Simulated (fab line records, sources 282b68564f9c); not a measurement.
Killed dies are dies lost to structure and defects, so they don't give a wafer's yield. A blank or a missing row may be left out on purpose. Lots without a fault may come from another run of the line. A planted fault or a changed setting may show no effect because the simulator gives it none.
Problem report in the 8D (eight disciplines) form, filled by code | flow rit_cmos | the parts of the form that need people (team, actions taken, sign-off) are left out

1. THE PROBLEM
run_length_s at RIT_M1_METAL_ETCH_12 reads a mean of 239.0 s on 1 wafer of 1 lot; wafers without a fault read 193.0 s with a standard deviation of 0.59. That is +78 standard deviations from the usual mean.
The step: etches Al in Cl2/BCl3, stops on SiO2, time 165 s, target depth 600 nm.
First seen on wafer L533.6, day 5 10:55, on rie_metal-03. The record holds 39 wafers of 13 lots with a number at this step. Rule for "out", or "out of limits": more than 4 standard deviations from the usual mean. The other wafers with a number count as sound.

2. WHAT IT IS AND WHAT IT IS NOT
question                    | is               | is not
which readings at this step | run_length_s     | drypump_motor_current_A, mfc_cl2_sccm, throttle_valve_pct
which lots                  | L533             | L525, L526, L527, L528, L532, L538, L539, L541, L543, L545, L546, L548
which wafers of those lots  | L533.6           | L533.1, L533.3
read on which tools         | rie_metal-03     | rie_metal-01, rie_metal-02
when                        | from day 5 10:55 | up to then (17 sound wafers); but 21 sound wafers of L538, L539, L541, L543, L545, L546, L548 came after

3. SUSPECTS, AND WHAT RULES EACH OUT
Counting: a tool at a process step up to the reading stays a suspect if it ran every lot that is out. Sound lots after the first of them don't rule it out here, since some wafers of a struck lot are sound.
- rie_metal-03 at RIT_M1_METAL_ETCH_12 (etches Al in Cl2/BCl3, stops on SiO2, time 165 s, target depth 600 nm): kept. It ran the lot that is out, L533 (day 5 10:55); its last sound lot up to then is L528 (day 4 05:25). Its own readings are out on those wafers: run_length_s.
- Within rie_metal-03 at RIT_M1_METAL_ETCH_12: the wafers that are out ran in chamber 1; their sound lot-mates ran in chamber 0.
Left after counting: rie_metal-03 at RIT_M1_METAL_ETCH_12.

4. THE CAUSE (what the simulator had put in)
Process parameter drift: rie_metal-03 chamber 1, from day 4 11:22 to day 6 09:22, at RIT_M1_METAL_ETCH_12. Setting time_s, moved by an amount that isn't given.
Counting left only this tool.

5. THE CHAIN OF EFFECTS, in route order
Each row: a reading whose mean over the struck wafers that have a number lies more than 3 standard deviations from the usual. Only readings for which the record gives a usual standard deviation are gone through. hours: the time from each lot's start at the first step in this table that gives one to its start at this step, as a median over the lots. sigmas: the change in usual standard deviations.
hours | step                 | reading        | usual      | on struck wafers | change | sigmas
0     | RIT_M1_METAL_ETCH_12 | oes_product_au | 0.781 a.u. | 0.704            | -0.077 | -3.9
0     | RIT_M1_METAL_ETCH_12 | run_length_s   | 193.0 s    | 239.0            | +46.0  | +78
The process steps in it:
- RIT_M1_METAL_ETCH_12: etches Al in Cl2/BCl3, stops on SiO2, time 165 s, target depth 600 nm.

6. WHAT WOULD HAVE CAUGHT IT SOONER
In this record the first reading out of limits was taken at day 5 10:55, 24 hours after the fault began at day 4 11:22.
